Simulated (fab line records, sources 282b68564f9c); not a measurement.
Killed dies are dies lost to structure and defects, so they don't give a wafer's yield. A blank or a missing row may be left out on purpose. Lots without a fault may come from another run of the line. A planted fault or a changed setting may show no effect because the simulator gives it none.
A struck lot beside a sound one | flow rit_cmos | 45 steps out of a route of 202
Sound: wafers L125.1, L125.2, L125.6. Struck: wafers L133.1, L133.2, L133.4. The cause comes at the end.
At each step with rows: each side's tool, then ch and its chambers, then its first start. Under that, the readings that differ: sound wafers | struck wafers | difference of the means | sigmas: that difference in standard deviations of wafers without a fault.
alike: readings whose means differ by less than 2 such deviations, and words and numbers that are the same on both sides. not compared: withheld readings, readings that some wafer has no value for, bounds like >300 that may hide the same value, and numbers for which the record gives no deviation and whose values overlap.
The two part at a step that has a row with sigmas, a row that says differs or no value, or rows on one side only. Numbers that don't overlap but have no deviation are shown without sigmas and don't part them. A reading that every wafer of one side lacks parts them only if that side has two wafers or more.

first, 3 steps without rows for these wafers: RIT_REOX_CLEAN_01 (cleans in dHF, time 30 s); RIT_REOX_CLEAN_02 (cleans in SC2, time 600 s); RIT_REOX_OXIDATION_03 (target thk 25.2 nm, ox time 5580 s).
RIT_REOX_THK_MEAS_04:
  sound on film_metro-01, day 4 01:01; struck on film_metro-04, day 5 15:19
  alike: REOX_OXIDE_THK
then, 6 steps without rows for these wafers: RIT_NLDD_HMDS_00 (prime time 60 s); RIT_NLDD_COAT_01 (resist thk 988.5 nm); RIT_NLDD_SOFTBAKE_02 (time 60 s); RIT_NLDD_EXPOSE_03 (exposes mask M7, target cd 40700 nm); RIT_NLDD_PEB_04; RIT_NLDD_DEVELOP_05 (develop time 50 s).
RIT_NLDD_OVL_MEAS_06:
  sound on overlay-01, day 4 02:03; struck on overlay-01, day 5 16:13
  reading       | sound       | struck        | difference | sigmas
  NLDD_OVL (nm) | 1.8 3.7 2.9 | 1.0 -1.4 -0.5 | -3.1       | -2
then, 1 step without rows for these wafers: RIT_NLDD_HARDBAKE_07 (time 60 s).
RIT_NLDD_IMPLANT_08:
  sound on implanter-03 ch 0, day 4 02:14; struck on implanter-03 ch 0, day 5 16:29
  reading       | sound                         | struck                       | difference | sigmas
  dose_ions_cm2 | 4.991e+14 4.985e+14 4.992e+14 | 4.93e+14 4.924e+14 4.924e+14 | -6.33e+12  | -12
  alike: beam_on_s
RIT_NLDD_STRIP_09: strips in O2, time 180 s.
  sound on plasma_asher-01 ch 0,1, day 4 02:23; struck on plasma_asher-03 ch 0,1, day 5 16:38
  alike: drypump_motor_current_A
  not compared: rf_hours_counter_h
RIT_NLDD_TW_MEAS_10:
  sound on film_metro-01, day 4 02:34; struck on film_metro-02, day 5 16:49
  alike: NLDD_TW
then, 6 steps without rows for these wafers: RIT_PLDD_HMDS_00 (prime time 60 s); RIT_PLDD_COAT_01 (resist thk 1000 nm); RIT_PLDD_SOFTBAKE_02 (time 60 s); RIT_PLDD_EXPOSE_03 (exposes mask M8, target cd 40900 nm); RIT_PLDD_PEB_04; RIT_PLDD_DEVELOP_05 (develop time 50 s).
RIT_PLDD_OVL_MEAS_06:
  sound on overlay-02, day 4 03:50; struck on overlay-02, day 5 18:07
  alike: PLDD_OVL
then, 2 steps without rows for these wafers: RIT_PLDD_HARDBAKE_07 (time 60 s); RIT_PLDD_IMPLANT_08.
RIT_PLDD_STRIP_09: strips in O2, time 180 s.
  sound on plasma_asher-03 ch 0,1, day 4 04:10; struck on plasma_asher-03 ch 0,1, day 5 18:27
  alike: drypump_motor_current_A
  not compared: rf_hours_counter_h
RIT_PLDD_TW_MEAS_10:
  sound on film_metro-01, day 4 04:20; struck on film_metro-02, day 5 18:38
  alike: PLDD_TW
then, 4 steps without rows for these wafers: RIT_SPACER_CLEAN_00 (cleans in SC1, time 600 s); RIT_SPACER_CLEAN_01 (cleans in dHF, time 30 s); RIT_SPACER_CLEAN_02 (cleans in SC2, time 600 s); RIT_SPACER_CVD_03 (deposits Si3N4 from SiH2Cl2/NH3, target thk 250 nm, time 3300 s).
RIT_SPACER_THK_MEAS_04:
  sound on film_metro-02, day 4 06:43; struck on film_metro-01, day 5 20:58
  reading                 | sound             | struck            | difference | sigmas
  SPACER_NITRIDE_THK (nm) | 251.1 253.8 252.7 | 246.7 247.7 246.3 | -5.6       | -3
RIT_SPACER_ETCHBACK_05: etches Si3N4 in SF6/CHF3, stops on SiO2, target depth 250 nm, time 240 s.
  sound on rie_diel-03 ch 0,3, day 4 06:46; struck on rie_diel-04 ch 0,2, day 5 21:02
  alike: CHF3_flow_sccm, drypump_motor_current_A, oes_product_au, throttle_valve_pct
  not compared: rf_hours_counter_h
then, 6 steps without rows for these wafers: RIT_NSD_HMDS_00 (prime time 60 s); RIT_NSD_COAT_01 (resist thk 1000 nm); RIT_NSD_SOFTBAKE_02 (time 60 s); RIT_NSD_EXPOSE_03 (exposes mask M9, target cd 40700 nm); RIT_NSD_PEB_04; RIT_NSD_DEVELOP_05 (develop time 50 s).
RIT_NSD_OVL_MEAS_06:
  sound on overlay-01, day 4 07:46; struck on overlay-02, day 5 22:02
  alike: NSD_OVL
then, 2 steps without rows for these wafers: RIT_NSD_HARDBAKE_07 (time 60 s); RIT_NSD_IMPLANT_08.
RIT_NSD_STRIP_09: strips in O2, time 180 s.
  sound on plasma_asher-01 ch 0,1, day 4 08:07; struck on plasma_asher-02 ch 0,1, day 5 22:29
  reading                     | sound       | struck      | difference | sigmas
  drypump_motor_current_A (A) | 5.7 5.2 5.3 | 5.4 6.4 6.4 | +0.7       | +2
  not compared: rf_hours_counter_h
RIT_SDANNEAL_RS_MEAS_07: measures by four-point-probe.
  sound on film_metro-02, day 4 10:40; struck on film_metro-01, day 6 01:13
  reading          | sound             | struck            | difference | sigmas
  NLDD_RS (ohm/sq) | 151.2 151.5 151.6 | 153.3 153.5 153.8 | +2.1       | +5
  not compared: hold
RIT_SILICIDE_WET_ETCH_00: etches SiO2 in BOE, target depth 14 nm, time 15 s.
  sound on wet_bench-03 ch 2, day 4 10:47; struck on wet_bench-03 ch 0, day 6 08:28
  reading | sound | struck                                                                     | difference                   | sigmas
  hold    | - - - | await_dispo/7.1h/release await_dispo/7.1h/release await_dispo/7.1h/release | no value on the sound wafers |
  alike: bath_heat_duty_pct
RIT_M1_PROBE_99:
  sound on prober-02, day 4 17:54; struck on prober-02, day 6 15:13
  reading      | sound | struck | difference | sigmas
  killed_short | 3 2 1 | 7 3 9  | +4         | +2
  alike: killed_at_contacts, killed_at_front_end, killed_dies, killed_open

WHERE THEY PART
First at RIT_NLDD_OVL_MEAS_06; last, within this record, at RIT_M1_PROBE_99.

WHY: what the simulator had put in
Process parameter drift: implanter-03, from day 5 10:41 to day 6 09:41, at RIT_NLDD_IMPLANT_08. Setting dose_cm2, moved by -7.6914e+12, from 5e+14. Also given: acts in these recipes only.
